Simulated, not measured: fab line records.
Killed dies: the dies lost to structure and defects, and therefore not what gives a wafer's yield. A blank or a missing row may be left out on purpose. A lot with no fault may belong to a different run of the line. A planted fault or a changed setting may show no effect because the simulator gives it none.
One fault through the eyes of 2 desks	flow berkeleyCmos170	each desk holds nothing but its own numbers, with what lay behind them at the end

TOOL OWNER'S DESK, implanter-02
The tool's own readings at UCB170_PLDD_IMPLANT_09, given as means over the sampled wafers that have a number, one for each lot that went through this tool. Marked OUT: a lot whose mean sits more than 4 standard deviations from the usual mean, which makes it out of limits; the brackets give that distance.
Columns: A = beamOnS at UCB170_PLDD_IMPLANT_09, usual 9.98 s; B = doseIonsCm2 at UCB170_PLDD_IMPLANT_09, usual 4.999e+13; C = faradayCurrentUA at UCB170_PLDD_IMPLANT_09, usual 159; D = tiltDeg at UCB170_PLDD_IMPLANT_09, usual 7.000 degrees
lot	first seen here	A	B	C	D
L746	day 7 00:39	9.73	5.008e+13	163	7.031
L748	day 7 12:50	9.94	4.993e+13	160	6.993
L751	day 8 10:16	10.12	4.996e+13	156	7.004
L757	day 9 21:21	10.15	3.347e+13 (-99 or more) OUT	105 (-18) OUT	7.000
L758	day 10 06:28	9.94	3.349e+13 (-99 or more) OUT	107 (-17) OUT	6.989
This desk's finding: out of limits on L757, L758; first on L757, day 9 21:21 (doseIonsCm2 at UCB170_PLDD_IMPLANT_09). L746, L748, L751: within limits.

FROM THE METROLOGY DESK
What the gauges read for every lot (on any tool): the sampled wafers with a number, averaged. Marked OUT: a lot whose mean sits more than 4 standard deviations from the usual mean, which makes it out of limits; the brackets give that distance.
Columns: A = PLDD_TW at UCB170_PLDD_TW_MEAS_11, usual 1007; B = PLDD_RS at UCB170_SDANNEAL_RS_MEAS_04, usual 1032.0 ohm/sq
lot	first seen here	A	B
L746	day 7 00:52	1020	1033.2
L747	day 7 01:53	1022	1034.2
L750	day 7 12:49	1021	1035.2
L748	day 7 13:05	1023	1028.1
L749	day 7 13:10	997	1035.3
L751	day 8 10:29	1000	1034.6
L757	day 9 21:35	946 (-6.2) OUT	1190.5 (+57) OUT
L760	day 10 06:28	1015	1030.9
L758	day 10 06:42	943 (-6.5) OUT	1189.2 (+56) OUT
L762	day 11 00:14	1004	1028.9
L766	day 11 11:49	1011	1033.2
L764	day 11 12:07	1012	1036.2
L769	day 12 02:47	1013	1028.3
L768	day 12 03:01	998	1033.7
This desk's result: L757, L758 out of limits, first on L757 (PLDD_TW at UCB170_PLDD_TW_MEAS_11), day 9 21:35. L746, L747, L750, L748, L749, L751, L760, L762, L766, L764, L769, L768: within limits.

TAKEN TOGETHER
On L757, L758, at day 9 21:21, an alarm was possible from the tool owner's desk.
The metrology desk could have raised an alarm at day 9 21:35, on L757, L758.
All the named lots went through UCB170_PLDD_IMPLANT_09 on implanter-02.

WHAT HAD BEEN PUT IN BY THE SIMULATOR
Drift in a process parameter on implanter-02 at UCB170_PLDD_IMPLANT_09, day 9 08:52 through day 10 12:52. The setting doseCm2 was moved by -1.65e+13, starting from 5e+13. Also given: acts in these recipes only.
Lots struck among those shown: L757, L758.
Delay (hours) between the fault's onset and each desk's first out-of-limits reading: 12 at the tool owner's desk, 13 at the metrology desk.
